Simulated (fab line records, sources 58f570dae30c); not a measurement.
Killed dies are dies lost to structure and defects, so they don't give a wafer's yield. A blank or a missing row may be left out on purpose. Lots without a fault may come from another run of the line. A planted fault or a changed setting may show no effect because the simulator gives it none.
fab line records | flow berkeley_cmos170
record lots=5 wafers=15 last_day=12
route steps=331 shown V2@298 M3@309
lots that met no fault: from a run of the same line without faults
start_h: hours from the record's first day to the start of the lot's first wafer shown | wait_h: hours since the lot's step before | " the same as in the row above | L1.1+2: a row that stands for several wafers | - no value, or no start given | * or withheld: withheld | < > ~ a bound
route shown NAME@n: a module of which the file shows steps, and the number in the route of the first | usual: mean/standard deviation of fault-free wafers | same: alike in all rows | chamber/n: place in a boat | sites: the reading at each site | _std_site: their standard deviation | _edge_site: outer sites' mean less inner sites' | radius_mm: how far each site lies from the wafer's centre | mask NAME#n: copy n | behind: the tool/chamber that last shaped the wafer | hold: why the lot was held/for how many hours/how that ended | device: the transistor (n, p or np) that didn't switch | end of line: the same wafers' tests at the end of the route | a step without rows: its recipe alone | killed: dies lost to structure and defects at the first sort, not the wafer's yield | map: a wafer's dies, x killed, . not, _ none there
set.NAME: the setting as run; set.NAME@STEP: as run at that earlier step | model.NAME: the simulator's own value behind a step, which no gauge read
lots at some steps of the route; a table a step, a row a wafer
services: from which hour (start_h, from the record's first day; less than 0 if before it) a tool's chamber was out of use, for how many hours, and why
## steps
# step UCB170_V2_HMDS_06
# recipe prime_time_s=60 prime_temp_c=100
# step UCB170_V2_COAT_07
# recipe resist=KrF spin_rpm=1500 resist_thk_nm=900
# step UCB170_V2_SOFTBAKE_08
# recipe resist=KrF temp_c=130 time_s=60
# step UCB170_V2_EXPOSE_09
# recipe mask_id=VIA2 target_cd_nm=700 na=0.5 sigma_outer=0.6 source_shape=conventional dose_mj=37
# step UCB170_V2_PEB_10
# recipe peb_temp_c=130 peb_time_s=withheld resist=KrF
# step UCB170_V2_DEVELOP_11
# recipe developer=TMAH develop_time_s=45 resist=KrF dev_temp_c=21
# step UCB170_V2_CD_MEAS_12
# recipe target_cd_nm=700
# usual cd_nm=699.6/1.1
# columns lot.wafer tool chamber start_h wait_h cd_nm
L710.3 cd_sem-01 - 166.00 - 699.2
L710.5 " - " " 699.4
L710.6 " - " " 698.0
L713.1 cd_sem-02 - 188.65 - 700.1
L713.2 " - " " 701.3
L713.6 " - " " 700.3
L721.1 cd_sem-01 - 214.98 - 698.9
L721.2 " - " " 698.3
L721.6 " - " " 697.8
L726.1 cd_sem-02 - 254.04 - 702.0
L726.3 " - " " 701.4
L726.4 " - " " 700.9
L730.2 cd_sem-02 - 273.70 - 698.9
L730.4 " - " " 698.3
L730.6 " - " " 700.0
# step UCB170_V2_OVL_MEAS_13
# usual V2_OVL=3/4.6
# columns lot.wafer tool chamber start_h wait_h V2_OVL[nm]
L710.3 overlay-02 - 166.09 0.1 2
L710.5 " - " " 7
L710.6 " - " " 0
L713.1 overlay-01 - 188.77 0.1 3
L713.2 " - " " 6
L713.6 " - " " 6
L721.1 overlay-02 - 215.10 0.1 8
L721.2 " - " " 9
L721.6 " - " " 6
L726.1 overlay-01 - 254.16 0.1 3
L726.3 " - " " 4
L726.4 " - " " -4
L730.2 overlay-02 - 273.81 0.1 5
L730.4 " - " " 3
L730.6 " - " " 6
# step UCB170_V2_ETCH_14
# recipe chemistry=CHF3/CF4/Ar target=SiO2 stop_on=Al CHF3_flow_sccm=45 cf4_flow_sccm=15 Ar_flow_sccm=150 pressure_mtorr=200 rf_w=717.2 target_depth_a=12500 over_etch_frac=0.25 time_s=291
# usual drypump_motor_current_A=5.9/0.39 oes_product_au=0.873/0.01 throttle_valve_pct=6.94/0.086
# same over_etch_frac=0.25
# columns lot.wafer tool chamber start_h wait_h drypump_motor_current_A oes_product_au rf_hours_counter_h throttle_valve_pct
L710.3 rie_diel-02 3 166.12 0.0 6.3 0.865 47 6.92
L710.5 " 2 " " 6.4 0.882 - 6.77
L710.6 " 1 " " 6.2 0.877 - 6.95
L713.1 rie_diel-03 1 188.81 0.0 6.4 0.874 154 7.02
L713.2 " 0 " " 5.6 0.871 109 6.96
L713.6 " 1 " " 6.4 0.870 - 7.01
L721.1 rie_diel-03 0 215.14 0.0 5.6 0.873 111 6.98
L721.2 " 3 " " 5.8 0.891 50 6.86
L721.6 " 3 " " 5.7 0.886 - 6.87
L726.1 rie_diel-03 3 254.20 0.0 5.7 0.887 52 6.87
L726.3 " 1 " " 6.4 0.845 1 7.03
L726.4 " 0 " " 5.6 0.882 113 6.95
L730.2 rie_diel-03 3 273.84 0.0 5.8 0.892 53 6.85
L730.4 " 2 " " 6.0 0.874 6 6.93
L730.6 " 2 " " 6.1 0.873 - 6.91
# step UCB170_V2_STRIP_15
# recipe chemistry=O2 power_w=400 pressure_mtorr=3500 platen_temp_c=withheld o2_flow_sccm=400 overash_fraction=0.5
# usual drypump_motor_current_A=5.6/0.51 oes_product_au=0.722/0.0045 strip_time_to_endpoint_s=15.25/0.14
# columns lot.wafer tool chamber start_h wait_h drypump_motor_current_A oes_product_au rf_hours_counter_h strip_time_to_endpoint_s
L710.3 plasma_asher-01 0 166.33 0.1 5.2 0.727 - 15.20
L710.5 " 1 " " 6.1 0.726 - 15.30
L710.6 " 0 " " 5.2 0.727 - 15.20
L713.1 plasma_asher-01 0 188.99 0.1 5.1 0.717 49 15.53
L713.2 " 1 " " 6.1 0.726 49 15.49
L713.6 " 0 " " 5.2 0.731 - 15.53
L721.1 plasma_asher-01 0 215.31 0.1 5.2 0.723 52 15.46
L721.2 " 1 " " 6.1 0.728 52 15.24
L721.6 " 0 " " 5.1 0.721 - 15.14
L726.1 plasma_asher-01 0 254.38 0.1 5.2 0.724 56 15.10
L726.3 " 1 " " 6.1 0.722 - 15.49
L726.4 " 0 " " 5.1 0.720 - 15.51
L730.2 plasma_asher-03 0 274.01 0.1 6.1 0.724 14 15.16
L730.4 " 0 " " 6.1 0.722 - 15.33
L730.6 " 0 " " 6.1 0.725 - 15.31
# step UCB170_V2_CD_MEAS_90
# recipe target_cd_nm=700
# usual cd_nm=699.7/1.2
# columns lot.wafer tool chamber start_h wait_h cd_nm
L710.3 cd_sem-02 - 166.44 0.1 700.0
L710.5 " - " " 699.9
L710.6 " - " " 700.2
L713.1 cd_sem-02 - 189.09 0.1 700.0
L713.2 " - " " 701.7
L713.6 " - " " 700.3
L721.1 cd_sem-01 - 215.41 0.1 699.1
L721.2 " - " " 697.8
L721.6 " - " " 697.9
L726.1 cd_sem-01 - 254.48 0.1 701.1
L726.3 " - " " 701.5
L726.4 " - " " 699.7
L730.2 cd_sem-02 - 274.13 0.1 697.8
L730.4 " - " " 698.3
L730.6 " - " " 700.4
# step UCB170_M3_PRE_CLEAN_00
# recipe gas=Ar preclean_etch_time_s=60
# step UCB170_M3_SPUTTER_01
# recipe material=Al target_thk_nm=900 time_s=120 power_w=6000 chamber_pressure_pa=0.5
# usual cathode_dc_power_W=6000.1/0.98 throttle_valve_pct=29.9/1.1
# columns lot.wafer tool chamber start_h wait_h cathode_dc_power_W throttle_valve_pct model.Al_of_M3_SPUTTER_01.thk_nm
L710.3 pvd_sputter-03 - 166.58 0.0 5998.9 29.5 896.1
L710.5 " - " " 6001.0 29.5 887.7
L710.6 " - " " 5999.5 31.4 906.4
L713.1 pvd_sputter-02 - 189.28 0.0 6000.3 29.5 906
L713.2 " - " " 5999.2 30.4 893.2
L713.6 " - " " 6002.2 29.5 901.5
L721.1 pvd_sputter-03 - 215.60 0.0 5044.1 31.1 772.7
L721.2 " - " " 5999.5 29.3 903.8
L721.6 " - " " 6000.0 29.5 881.2
L726.1 pvd_sputter-02 - 254.66 0.0 6000.6 30.7 900.3
L726.3 " - " " 6001.2 30.0 905.5
L726.4 " - " " 5999.7 29.5 905.1
L730.2 pvd_sputter-02 - 274.30 0.0 6000.0 29.4 911
L730.4 " - " " 6000.1 30.3 901.4
L730.6 " - " " 6000.0 28.9 902.5
# step UCB170_M3_RS_MEAS_02
# recipe thk_meas_gauge=four-point-probe reads=Al_of_M3_SPUTTER_01
# usual M3_AL_RS=0.0321/0.00029
# columns lot.wafer tool chamber start_h wait_h M3_AL_RS[ohm/sq]
L710.3 film_metro-01 - 166.71 0.1 0.03228
L710.5 " - " " 0.0326
L710.6 " - " " 0.03197
L713.1 film_metro-04 - 189.37 0.0 0.03201
L713.2 " - " " 0.03247
L713.6 " - " " 0.03218
L721.1 film_metro-04 - 215.68 0.0 0.03765
L721.2 " - " " 0.03209
L721.6 " - " " 0.0329
L726.1 film_metro-02 - 254.75 0.0 0.03213
L726.3 " - " " 0.03197
L726.4 " - " " 0.03191
L730.2 film_metro-04 - 274.40 0.1 0.03181
L730.4 " - " " 0.03218
L730.6 " - " " 0.03213
# step UCB170_M3_THK_MEAS_03
# recipe thk_meas_gauge=xrf reads=Al_of_M3_SPUTTER_01
# usual M3_AL_THK=902/9.7
# columns lot.wafer tool chamber start_h wait_h M3_AL_THK[nm]
L710.3 film_metro-01 - 166.81 0.1 890
L710.5 " - " " 880
L710.6 " - " " 901
L713.1 film_metro-04 - 189.49 0.1 908
L713.2 " - " " 895
L713.6 " - " " 903
L721.1 film_metro-04 - 215.80 0.1 784
L721.2 " - " " 916
L721.6 " - " " 886
L726.1 film_metro-02 - 254.87 0.1 900
L726.3 " - " " 904
L726.4 " - " " 909
L730.2 film_metro-04 - 274.51 0.1 922
L730.4 " - " " 903
L730.6 " - " " 913
# step UCB170_M3_HMDS_04
# recipe prime_time_s=60 prime_temp_c=100
# step UCB170_M3_COAT_05
# recipe resist=KrF spin_rpm=1500 resist_thk_nm=900
# step UCB170_M3_SOFTBAKE_06
# recipe resist=KrF temp_c=130 time_s=60
# step UCB170_M3_STRIP_07
# recipe chemistry=O2 power_w=400 pressure_mtorr=3500 platen_temp_c=withheld o2_flow_sccm=400 overash_fraction=0.5
# usual drypump_motor_current_A=5.8/0.44 oes_product_au=0.735/0.0042 strip_time_to_endpoint_s=21.96/0.049
# columns lot.wafer tool chamber start_h wait_h drypump_motor_current_A oes_product_au rf_hours_counter_h strip_time_to_endpoint_s
L710.3 plasma_asher-01 1 167.34 0.1 6.1 0.732 - 21.93
L710.5 " 0 " " 5.2 0.742 - 21.93
L710.6 " 1 " " 6.1 0.732 - 21.97
L713.1 plasma_asher-01 1 190.48 0.1 6.1 0.738 49 21.96
L713.2 " 0 " " 5.1 0.731 49 21.99
L713.6 " 1 " " 6.1 0.732 - 21.98
L721.1 plasma_asher-02 1 216.31 0.1 5.4 0.731 50 21.95
L721.2 " 0 " " 6.3 0.734 50 21.95
L721.6 " 1 " " 5.4 0.740 - 21.89
L726.1 plasma_asher-01 1 255.73 0.1 6.1 0.734 57 21.96
L726.3 " 1 " " 6.1 0.735 - 21.99
L726.4 " 0 " " 5.2 0.737 - 22.02
L730.2 plasma_asher-01 0 275.01 0.1 5.1 0.731 59 22.00
L730.4 " 0 " " 5.1 0.736 - 22.03
L730.6 " 1 " " 6.1 0.740 - 21.98
# step UCB170_M3_STRIP_08
# recipe chemistry=DMSO temp_c=80 time_s=600 material=KrF
# step UCB170_M3_COAT_09
# recipe resist=BARC temp_c=withheld time_s=withheld spin_rpm=3000 resist_thk_nm=withheld
# step UCB170_M3_COAT_10
# recipe resist=KrF spin_rpm=1500 resist_thk_nm=900
# step UCB170_M3_SOFTBAKE_11
# recipe resist=KrF temp_c=130 time_s=60
# step UCB170_M3_EXPOSE_12
# recipe mask_id=METAL3 target_cd_nm=700 na=0.5 sigma_outer=0.6 source_shape=conventional dose_mj=26
# step UCB170_M3_PEB_13
# recipe peb_temp_c=130 peb_time_s=withheld resist=KrF
# step UCB170_M3_DEVELOP_14
# recipe developer=TMAH develop_time_s=45.91 resist=KrF dev_temp_c=21
# step UCB170_M3_CD_MEAS_15
# recipe target_cd_nm=700
# usual cd_nm=700.1/1.3
# columns lot.wafer tool chamber start_h wait_h cd_nm
L710.3 cd_sem-01 - 168.96 - 699.1
L710.5 " - " " 698.6
L710.6 " - " " 699.0
L713.1 cd_sem-02 - 192.21 - 700.6
L713.2 " - " " 701.2
L713.6 " - " " 701.4
L721.1 cd_sem-02 - 218.15 - 699.9
L721.2 " - " " 699.0
L721.6 " - " " 699.5
L726.1 cd_sem-01 - 257.12 - 701.7
L726.3 " - " " 701.4
L726.4 " - " " 702.6
L730.2 cd_sem-01 - 276.17 - 698.9
L730.4 " - " " 699.3
L730.6 " - " " 698.3
# step UCB170_M3_OVL_MEAS_16
# usual M3_OVL=0/4.6
# columns lot.wafer tool chamber start_h wait_h M3_OVL[nm]
L710.3 overlay-01 - 169.05 0.1 0
L710.5 " - " " -3
L710.6 " - " " 1
L713.1 overlay-01 - 192.33 0.1 2
L713.2 " - " " 10
L713.6 " - " " 7
L721.1 overlay-01 - 218.27 0.1 2
L721.2 " - " " 4
L721.6 " - " " 6
L726.1 overlay-02 - 257.24 0.1 3
L726.3 " - " " -2
L726.4 " - " " -7
L730.2 overlay-01 - 276.27 0.1 -2
L730.4 " - " " -4
L730.6 " - " " -2
# step UCB170_M3_ETCH_17
# recipe chemistry=N2/H2 target_depth_a=withheld overetch_a=withheld target=BARC time_s=withheld source_w=500 bias_w=100 pressure_mtorr=30 n2_flow_sccm=100 h2_flow_sccm=200
# usual drypump_motor_current_A=5.71/0.28 oes_product_au=0.998/0.025 throttle_valve_pct=13.33/0.12
# columns lot.wafer tool chamber start_h wait_h drypump_motor_current_A oes_product_au throttle_valve_pct
L710.3 rie_diel-01 0 169.08 0.0 5.57 0.993 13.29
L710.5 " 0 " " 5.58 0.991 13.30
L710.6 " 2 " " 5.65 0.992 13.27
L713.1 rie_diel-01 1 192.37 0.0 5.90 1.028 13.52
L713.2 " 3 " " 5.78 1.040 13.34
L713.6 " 0 " " 5.56 0.975 13.31
L721.1 rie_diel-01 1 218.31 0.0 5.89 1.023 13.54
L721.2 " 3 " " 5.78 1.038 13.34
L721.6 " 0 " " 5.58 0.984 13.31
L726.1 rie_diel-04 3 257.27 0.0 5.22 0.974 13.26
L726.3 " 2 " " 5.70 1.018 13.35
L726.4 " 0 " " 5.20 0.999 13.10
L730.2 rie_diel-01 3 276.30 0.0 5.78 1.043 13.35
L730.4 " 1 " " 5.89 1.019 13.53
L730.6 " 0 " " 5.57 0.979 13.30
# step UCB170_M3_METAL_ETCH_18
# recipe chemistry=Cl2/BCl3 target=Al stop_on=SiO2 pressure_mtorr=12 target_depth_a=11700 over_etch_frac=0.3 time_s=195 icp_w=600 bias_w=120 Cl2_flow_sccm=90 bcl3_flow_sccm=45
# usual drypump_motor_current_A=5.4/0.35 oes_product_au=0.866/0.012 throttle_valve_pct=24.4/0.37
# same over_etch_frac=0.3
# columns lot.wafer tool chamber start_h wait_h drypump_motor_current_A oes_product_au rf_hours_counter_h throttle_valve_pct
L710.3 rie_metal-02 0 169.18 - 4.9 0.867 - 24.9
L710.5 " 1 " " 5.8 0.844 - 24.2
L710.6 " 0 " " 4.9 0.880 - 24.9
L713.1 rie_metal-02 0 192.41 - 4.9 0.884 2 24.9
L713.2 " 1 " " 5.8 0.842 17 24.2
L713.6 " 1 " " 5.8 0.852 - 24.2
L721.1 rie_metal-03 0 218.35 - 5.1 0.787 0 24.5
L721.2 " 1 " " 5.8 0.878 4 24.2
L721.6 " 1 " " 5.8 0.859 - 24.2
L726.1 rie_metal-03 0 257.31 - 5.1 0.873 1 24.4
L726.3 " 0 " " 5.1 0.863 - 24.4
L726.4 " 1 " " 5.8 0.880 - 24.2
L730.2 rie_metal-01 0 276.35 - 5.6 0.860 12 24.5
L730.4 " 0 " " 5.6 0.862 - 24.5
L730.6 " 0 " " 5.6 0.863 - 24.5
# step UCB170_M3_STRIP_19
# recipe chemistry=O2 power_w=400 pressure_mtorr=3500 platen_temp_c=withheld o2_flow_sccm=400 overash_fraction=0.5
# usual drypump_motor_current_A=5.9/0.34 oes_product_au=0.546/0.021
# columns lot.wafer tool chamber start_h wait_h drypump_motor_current_A oes_product_au rf_hours_counter_h
L710.3 plasma_asher-03 0 169.34 0.1 6.1 0.521 -
L710.5 " 1 " " 6.0 0.516 -
L710.6 " 0 " " 6.1 0.521 -
L713.1 plasma_asher-02 1 192.60 0.1 5.4 0.531 48
L713.2 " 0 " " 6.2 0.518 48
L713.6 " 0 " " 6.3 0.521 -
L721.1 plasma_asher-02 0 218.54 0.1 6.3 0.539 51
L721.2 " 1 " " 5.4 0.576 51
L721.6 " 1 " " 5.4 0.585 -
L726.1 plasma_asher-03 1 257.50 0.1 6.0 0.524 12
L726.3 " 0 " " 6.1 0.522 -
L726.4 " 1 " " 6.0 0.567 -
L730.2 plasma_asher-03 1 276.53 0.1 6.0 0.545 14
L730.4 " 1 " " 6.0 0.545 -
L730.6 " 0 " " 6.1 0.541 -
## services
# columns tool chamber start_h hours kind
rie_diel-02 0 143.24 6.6 repair
rie_diel-03 2 153.25 12.3 repair
plasma_asher-03 - 153.40 14.6 pm
rie_diel-02 2 158.73 5.1 repair
rie_diel-04 - 163.99 2.6 repair
rie_diel-01 3 165.64 4.1 repair
plasma_asher-02 - 169.02 2.8 pm
rie_metal-03 0 173.27 - clean
rie_metal-03 0 173.27 23.5 scheduled_down
rie_metal-03 0 173.27 23.5 vent_cycle
rie_diel-01 2 180.28 - clean
rie_diel-01 2 180.28 31.7 scheduled_down
rie_diel-01 2 180.28 31.7 vent_cycle
pvd_sputter-02 - 190.46 9.8 repair
rie_diel-03 1 191.26 13.5 repair
plasma_asher-03 - 194.99 2.1 repair
rie_metal-02 1 201.67 - clean
rie_metal-02 1 201.67 22.7 scheduled_down
rie_diel-03 1 204.78 - clean
rie_diel-03 1 204.78 26.4 scheduled_down
rie_diel-03 1 204.78 26.4 vent_cycle
rie_diel-03 3 207.22 7.3 repair
plasma_asher-02 - 252.87 4.3 pm
plasma_asher-02 - 259.59 1.4 repair
## key
first_sign step=UCB170_M3_SPUTTER_01 reading=cathode_dc_power_W direction=down sigmas=99+ usual=6000.1 struck=5044.1
effect step=UCB170_M3_RS_MEAS_02 reading=M3_AL_RS direction=up sigmas=19 usual=0.0321 struck=0.03765
effect step=UCB170_M3_THK_MEAS_03 reading=M3_AL_THK direction=down sigmas=12 usual=902 struck=784
effect step=UCB170_M3_METAL_ETCH_18 reading=oes_product_au direction=down sigmas=6.5 usual=0.866 struck=0.787
model_effect step=UCB170_M3_SPUTTER_01 value=Al_of_M3_SPUTTER_01.thk_nm without=916.3 struck=772.7
met_at UCB170_M3_SPUTTER_01
struck_wafers L721.1
onset_between 166.58 215.60
fault kind=process_parameter_drift tool=pvd_sputter-03 chamber=- onset_h=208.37 steps=UCB170_M3_SPUTTER_01 channel=power_w offset=-957.78 shape=step end_h=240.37 acts_in=these_recipes_only stated=6000 scope=struck_wafers_only
